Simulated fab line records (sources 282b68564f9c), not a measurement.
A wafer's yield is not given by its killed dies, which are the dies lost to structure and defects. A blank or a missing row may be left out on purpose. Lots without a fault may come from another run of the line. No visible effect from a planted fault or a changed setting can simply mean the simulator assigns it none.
Struck lot and sound lot, side by side ; flow ritCmos ; 16 out of 202 route steps
Sound: these wafers, L263.1, L263.3, L263.4. Struck: wafers L270.1, L270.3, L270.4. The cause comes at the end.
At each step with rows: each side's tool, then ch and its chambers, then its first start. Under that, the readings that differ: sound wafers ; struck wafers ; difference of the means ; sigmas: that difference in standard deviations of wafers without a fault.
alike: words and numbers the same on both sides, and readings whose means are apart by under 2 such deviations; not compared: readings that were withheld, readings missing a value for some wafer, numbers with overlapping values and no deviation given by the record, and bounds like >300 which may hide the same value.
Wherever a step has rows on one side only, a row that says differs or no value, or a row with sigmas, the two part there. Non-overlapping numbers with no deviation appear without sigmas and do not part them. A reading missing from all wafers of one side parts the sides only when that side holds two or more wafers.

first, 4 steps without rows for these wafers: RIT_ACTIVE_SOFTBAKE_07 (time 60 s); RIT_ACTIVE_EXPOSE_08 (exposes mask M1, target cd 1400 nm); RIT_ACTIVE_PEB_09; RIT_ACTIVE_DEVELOP_10 (develop time 50 s).
RIT_ACTIVE_CD_MEAS_11 targets a cd of 1400 nm.
  struck on cdSem-01, day 4 22:34; sound on cdSem-01, day 3 11:55
  alike: cdNm
then, 1 step without rows for these wafers: RIT_ACTIVE_HARDBAKE_12 (time 60 s).
RIT_ACTIVE_ETCH_13: etches Si3N4 in SF6, stops on SiO2, time 210 s, target depth 210 nm.
  sound on rieDiel-03 ch 0,2,3, day 3 12:11; struck on rieDiel-01 ch 0,2,3, day 4 22:50
  alike: SF6_flow_sccm, drypumpMotorCurrentA, oesProductAu, throttleValvePct
  not compared: rfHoursCounterH
RIT_ACTIVE_STRIP_14: strips in O2, time 180 s.
  sound on plasmaAsher-01 ch 0,1, day 3 12:19; struck on plasmaAsher-02 ch 0,1, day 4 22:58
  alike: drypumpMotorCurrentA
  not compared: rfHoursCounterH
RIT_ACTIVE_CD_MEAS_90 targets a cd of 1400 nm.
  struck on cdSem-01, day 4 23:08; sound on cdSem-02, day 3 12:30
  alike: cdNm
then, 3 steps without rows for these wafers: RIT_ACTIVE_CLEAN_15 (cleans in SC1, time 600 s); RIT_ACTIVE_CLEAN_16 (cleans in dHF, time 30 s); RIT_ACTIVE_CLEAN_17 (cleans in SC2, time 600 s).
RIT_FOX1_OXIDATION_00: target thk 350.7 nm, ox time 1130 s.
  sound on furnace-03 ch 0, day 3 13:01; struck on furnace-03 ch 0, day 4 23:38
reading;sound;struck;difference;sigmas
spikeTcCentreC (C);1102.9 1103.5 1102.7;1079.5 1077.6 1077.5;-24.8;-19
spikeTcLoadC (C);1123 1123 1124;1098 1098 1099;-25;-5
spikeTcSourceC (C);1128.7 1127.0 1126.3;1102.9 1104.1 1104.7;-23.4;-13
tubeCenterTempC (C);1100 1099.9 1100.2;1075.1 1075.1 1075.2;-24.9;-99 or more
tube_center_temp_C_max;1102.6 1102.5 1102.4;1077.6 1077.6 1078.2;-24.7;-56
model.SiO2_of_FOX1_OXIDATION_00.thkNm (nm);341.6 337.3 345.7;317.2 313.4 317;-25.7;
  alike: zonePowerSourcePct
RIT_FOX1_THK_MEAS_01:
  struck on filmMetro-01, day 5 00:56; sound on filmMetro-01, day 3 14:20
reading;sound;struck;difference;sigmas
FOX1_OXIDE_THK (nm);342 338 346;317 313 317;-26;-3
then, 1 step without rows for these wafers: RIT_FOX1_WET_ETCH_02 (etches SiO2 in BOE, target depth 350 nm, time 390 s).
RIT_M1_PROBE_99:
  struck on prober-02, day 6 18:01; sound on prober-02, day 5 06:06
reading;sound;struck;difference;sigmas
killedOpen;9 6 3;3 0 2;-4;-2
model.etest.pplusSal.widthNm (nm);3459 3439 3433;3482 3473 3495;+40;
model.etest.nplusSal.widthNm (nm);3444 3447 3422;3492 3471 3481;+44;
model.etest.pldd.widthNm (nm);3178 3166 3177;3227 3219 3230;+52;
model.etest.nldd.widthNm (nm);3196 3155 3171;3199 3217 3236;+43;
  alike: killedAtContacts, killedAtFrontEnd, killedDies, killedShort

WHERE THEY PART
Last at RIT_M1_PROBE_99 as far as this record goes, first at RIT_FOX1_OXIDATION_00.

WHY: what had been put in by the simulator
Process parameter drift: furnace-03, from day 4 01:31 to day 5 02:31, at RIT_FOX1_OXIDATION_00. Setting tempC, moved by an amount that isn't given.
